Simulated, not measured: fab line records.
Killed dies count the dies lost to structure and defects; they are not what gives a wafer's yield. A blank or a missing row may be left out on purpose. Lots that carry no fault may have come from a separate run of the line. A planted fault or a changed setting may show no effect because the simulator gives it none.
Which tool was responsible? + flow rit cmos + 48 wafers from 16 lots sampled at 4 of the route's 202 steps

WHAT THE GAUGES SHOWED, per wafer
RIT_GATE_THK_MEAS_09. Usual: GATE_POLY_THK 249.9 nm, standard deviation 2.2.
| lot  | measured    | on            | GATE_POLY_THK (nm) | flag |
|------|-------------|---------------|--------------------|------|
| L444 | day 2 20:41 | film metro-03 | 250.0 249.6 250.7  |      |
| L445 | day 3 02:13 | film metro-01 | 253.3 252.2 251.0  |      |
| L447 | day 3 14:51 | film metro-01 | 254.5 255.0 251.8  |      |
| L448 | day 3 14:52 | film metro-02 | 249.2 248.1 248.0  |      |
| L449 | day 3 18:19 | film metro-03 | 253.1 252.8 250.4  |      |
| L450 | day 4 01:32 | film metro-03 | 252.4 252.2 251.4  |      |
| L452 | day 4 13:52 | film metro-01 | 248.7 248.4 248.6  |      |
| L454 | day 4 22:20 | film metro-01 | 248.2 248.3 248.9  |      |
| L455 | day 5 04:19 | film metro-02 | 247.6 249.8 251.0  |      |
| L456 | day 5 04:20 | film metro-01 | 250.8 251.4 250.3  |      |
| L457 | day 5 07:59 | film metro-03 | 248.5 248.0 246.9  |      |
| L458 | day 5 16:14 | film metro-02 | 250.1 248.4 247.6  |      |
| L459 | day 6 00:10 | film metro-02 | 252.3 252.1 253.2  |      |
| L463 | day 6 15:13 | film metro-02 | 246.6 247.5 246.9  |      |
| L465 | day 7 00:30 | film metro-03 | 252.5 254.5 254.8  |      |
| L467 | day 7 10:34 | film metro-01 | 249.7 248.8 247.9  |      |

RIT_PLDD_OVL_MEAS_06. Usual: PLDD_OVL 0.8 nm, standard deviation 1.8.
| lot  | measured    | on         | PLDD_OVL (nm)                       | flag |
|------|-------------|------------|-------------------------------------|------|
| L444 | day 3 05:33 | overlay-02 | 2.3 2.8 2.6                         |      |
| L445 | day 3 14:05 | overlay-01 | 1.8 2.2 2.1                         |      |
| L447 | day 3 22:16 | overlay-01 | 1.3 1.6 2.7                         |      |
| L448 | day 4 00:17 | overlay-01 | -0.6 0.2 0.0                        |      |
| L449 | day 4 02:52 | overlay-02 | 2.4 2.4 2.7                         |      |
| L450 | day 4 11:01 | overlay-01 | 1.7 1.5 0.7                         |      |
| L452 | day 4 21:22 | overlay-01 | -2.5 -3.3 -2.4                      |      |
| L454 | day 5 05:52 | overlay-01 | -1.3 -2.7 -1.4                      |      |
| L455 | day 5 11:45 | overlay-02 | 4.5 3.6 5.3                         |      |
| L456 | day 5 12:49 | overlay-01 | 130.7 132.5 131.2 129.8 131.2 129.9 | OFF  |
| L457 | day 5 16:29 | overlay-02 | 131.1 131.7 133.0 130.3 131.0 131.5 | OFF  |
| L458 | day 6 00:14 | overlay-01 | 131.4 130.5 132.3 130.1 129.1 130.4 | OFF  |
| L459 | day 6 07:43 | overlay-02 | 131.9 130.9 132.0 131.3 129.5 130.9 | OFF  |
| L463 | day 6 22:53 | overlay-02 | -2.3 -1.7 -2.3                      |      |
| L465 | day 7 08:20 | overlay-01 | 0.6 -0.4 0.2                        |      |
| L467 | day 7 20:22 | overlay-02 | 0.3 -0.1 0.0                        |      |

WHICH TOOL RAN EACH LOT (tool, then ch and the chambers of the sampled wafers, then the start)
| lot  | RIT_PRETRO_STRIP_09                 | RIT_PLDD_EXPOSE_03                 |
|------|-------------------------------------|------------------------------------|
| L444 | plasma asher-02 ch 0,1, day 2 14:38 | iline stepper-02 ch 0, day 3 05:10 |
| L445 | plasma asher-03 ch 0,1, day 2 19:22 | iline stepper-02 ch 0, day 3 13:41 |
| L447 | plasma asher-03 ch 0,1, day 3 03:53 | iline stepper-02 ch 0, day 3 21:52 |
| L448 | plasma asher-03 ch 0,1, day 3 08:46 | iline stepper-01 ch 0, day 3 23:55 |
| L449 | plasma asher-01 ch 1, day 3 11:43   | iline stepper-02 ch 0, day 4 02:16 |
| L450 | plasma asher-02 ch 0,1, day 3 19:23 | iline stepper-02 ch 0, day 4 10:37 |
| L452 | plasma asher-02 ch 0,1, day 4 08:35 | iline stepper-02 ch 0, day 4 20:58 |
| L454 | plasma asher-02 ch 0,1, day 4 13:41 | iline stepper-01 ch 0, day 5 05:26 |
| L455 | plasma asher-01 ch 0,1, day 4 18:42 | iline stepper-02 ch 0, day 5 11:21 |
| L456 | plasma asher-01 ch 0,1, day 4 23:05 | iline stepper-02 ch 0, day 5 12:27 |
| L457 | plasma asher-01 ch 1, day 5 03:14   | iline stepper-02 ch 0, day 5 16:06 |
| L458 | plasma asher-02 ch 0,1, day 5 09:32 | iline stepper-02 ch 0, day 5 23:50 |
| L459 | plasma asher-03 ch 0,1, day 5 19:14 | iline stepper-02 ch 0, day 6 07:19 |
| L463 | plasma asher-01 ch 0,1, day 6 08:08 | iline stepper-01 ch 0, day 6 22:14 |
| L465 | plasma asher-02 ch 0,1, day 6 17:23 | iline stepper-01 ch 0, day 7 07:56 |
| L467 | plasma asher-02 ch 0,1, day 7 04:29 | iline stepper-01 ch 0, day 7 19:59 |
- RIT_PRETRO_STRIP_09: strips in O2, time 180 s.
- RIT_PLDD_EXPOSE_03: exposes mask M8, target cd 40900 nm.

WHAT THE TOOLS THEMSELVES READ (means of the sampled wafers that have a number; where no wafer has one, the mark that the record gives instead)
RIT_PRETRO_STRIP_09. Usual: 6.2 A for drypump motor current A, sd 0.41.
| lot  | tool            | drypump motor current A (A) | flag |
|------|-----------------|-----------------------------|------|
| L444 | plasma asher-02 | 6.5                         |      |
| L445 | plasma asher-03 | 6.2                         |      |
| L447 | plasma asher-03 | 6.2                         |      |
| L448 | plasma asher-03 | 6.2                         |      |
| L449 | plasma asher-01 | 5.2                         |      |
| L450 | plasma asher-02 | 6.5                         |      |
| L452 | plasma asher-02 | 6.5                         |      |
| L454 | plasma asher-02 | 6.4                         |      |
| L455 | plasma asher-01 | 5.9                         |      |
| L456 | plasma asher-01 | 5.9                         |      |
| L457 | plasma asher-01 | 5.2                         |      |
| L458 | plasma asher-02 | 6.5                         |      |
| L459 | plasma asher-03 | 6.2                         |      |
| L463 | plasma asher-01 | 5.9                         |      |
| L465 | plasma asher-02 | 6.5                         |      |
| L467 | plasma asher-02 | 6.5                         |      |

THE ANSWER, worked out from the rows above alone
Rule: lot off if the mean of its wafers having a number is beyond 3 standard deviations from the usual mean. A lot without any number at a reading at which 4 lots or more have one is off too. All remaining lots with rows at the step are treated as sound. The gauges are gone through in route order, then the tools' own readings, and for those a lot's mean is taken as printed above. At the first step where some lot is off, the reading lying furthest off is the one used; lots without a number count as furthest.
Off: L456, L457, L458, L459, at RIT_PLDD_OVL_MEAS_06 (PLDD_OVL).
A tool fits if, at a process step before that reading, it ran every lot that is off, and no sound lot after the first of them. Those tools and the gauges at RIT_PLDD_OVL_MEAS_06 are tried in the same way. One candidate fits, namely iline stepper-02 at RIT_PLDD_EXPOSE_03. A fault onset in the window from L455 (day 5 11:21, its last sound lot) to L456 (day 5 12:27, its first lot off) fits.

WHAT THE SIMULATOR HAD INSERTED
Scanner matching overlay: iline stepper-02, from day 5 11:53 on, at RIT_PLDD_EXPOSE_03. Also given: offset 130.
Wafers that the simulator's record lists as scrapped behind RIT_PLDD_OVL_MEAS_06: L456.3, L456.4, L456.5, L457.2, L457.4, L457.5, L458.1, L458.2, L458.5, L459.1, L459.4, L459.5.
Lots struck among those shown: L456, L457, L458, L459. The rule above found the same.
